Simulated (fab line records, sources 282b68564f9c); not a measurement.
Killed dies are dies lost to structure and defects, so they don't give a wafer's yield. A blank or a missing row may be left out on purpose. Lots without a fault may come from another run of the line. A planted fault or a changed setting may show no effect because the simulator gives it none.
Tool commonality check | flow rit_cmos | 13 lots, 39 wafers sampled

WHY IT WAS OPENED
At RIT_PWELL_TW_MEAS_10 the reading PWELL_TW is flagged on 2 of 13 lots. Wafers without a fault read 954, standard deviation 15.
Rule: a lot is flagged when every wafer of it that has a number lies more than 4 standard deviations from that mean, or none has a number. The other lots count as sound.

lot  | measured    | on            | PWELL_TW, wafer by wafer | flag
L939 | day 2 01:44 | film_metro-01 | 941 942 932              |
L940 | day 2 07:18 | film_metro-01 | 940 938 940              |
L941 | day 2 10:20 | film_metro-04 | 963 960 964              |
L942 | day 2 14:59 | film_metro-03 | 963 967 973              |
L943 | day 2 19:37 | film_metro-01 | 938 942 944              |
L946 | day 3 10:28 | film_metro-03 | 858 861 863              | FLAGGED
L947 | day 3 18:05 | film_metro-03 | 970 967 965              |
L948 | day 3 22:02 | film_metro-03 | 862 867 860              | FLAGGED
L953 | day 4 22:40 | film_metro-01 | 932 932 939              |
L956 | day 5 14:04 | film_metro-04 | 958 951 959              |
L958 | day 6 07:47 | film_metro-04 | 958 954 961              |
L960 | day 6 13:08 | film_metro-03 | 968 966 967              |
L961 | day 6 13:22 | film_metro-01 | 942 933 940              |
The numbers of the flagged lots are 862 on average: -92 against the usual, or -6 standard deviations.

WHICH TOOL RAN EACH LOT
The record holds 1 process step before the reading, out of a route of 202 steps. In each cell: the tool, then ch and the chambers that the sampled wafers went through, then the start.
lot  | flag    | RIT_PWELL_IMPLANT_08
L939 |         | implanter-03 ch 0, day 2 01:25
L940 |         | implanter-03 ch 0, day 2 06:59
L941 |         | implanter-03 ch 0, day 2 10:02
L942 |         | implanter-03 ch 0, day 2 14:41
L943 |         | implanter-03 ch 0, day 2 19:18
L946 | FLAGGED | implanter-04 ch 0, day 3 10:08
L947 |         | implanter-03 ch 0, day 3 17:46
L948 | FLAGGED | implanter-04 ch 0, day 3 21:44
L953 |         | implanter-03 ch 0, day 4 22:20
L956 |         | implanter-03 ch 0, day 5 13:44
L958 |         | implanter-03 ch 0, day 6 07:23
L960 |         | implanter-03 ch 0, day 6 12:49
L961 |         | implanter-01 ch 0, day 6 13:03
What these steps do:
- RIT_PWELL_IMPLANT_08
- RIT_PWELL_TW_MEAS_10

FLAGGED OVER TOTAL, TOOL BY TOOL (the gauges that took the reading come last)
step                 | tool          | lots run | flagged | share of the flagged lots | sound lots run after its first flagged lot
RIT_PWELL_IMPLANT_08 | implanter-01  | 1        | 0       | none                      | -
RIT_PWELL_IMPLANT_08 | implanter-03  | 10       | 0       | none                      | -
RIT_PWELL_IMPLANT_08 | implanter-04  | 2        | 2       | all                       | 0
RIT_PWELL_TW_MEAS_10 | film_metro-01 | 5        | 0       | none                      | -
RIT_PWELL_TW_MEAS_10 | film_metro-03 | 5        | 2       | all                       | 2 (L947,L960)
RIT_PWELL_TW_MEAS_10 | film_metro-04 | 3        | 0       | none                      | -

WHAT THE TABLE ALLOWS
2 rows of the table ran every flagged lot: implanter-04 at RIT_PWELL_IMPLANT_08, film_metro-03 at RIT_PWELL_TW_MEAS_10.
- implanter-04 at RIT_PWELL_IMPLANT_08: 2 of its 2 lots flagged. It ran no sound lot before its first flagged lot in this sample, so the start can't be narrowed down. Its own readings lie more than 4 standard deviations out on every wafer of the flagged lots: dose_ions_cm2, faraday_current_uA.
- film_metro-03 at RIT_PWELL_TW_MEAS_10: 2 of its 5 lots flagged. Sound lots ran on it after the first flagged one (L947, L960), which a lasting fault on the whole tool wouldn't allow.
One tool is left: implanter-04 at RIT_PWELL_IMPLANT_08.

WHAT THE SIMULATOR HAD PUT IN
Process parameter drift: implanter-04, from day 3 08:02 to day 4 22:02, at RIT_PWELL_IMPLANT_08. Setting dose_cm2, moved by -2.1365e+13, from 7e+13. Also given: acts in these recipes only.
Lots struck among those shown: L946, L948. The rule above found the same.
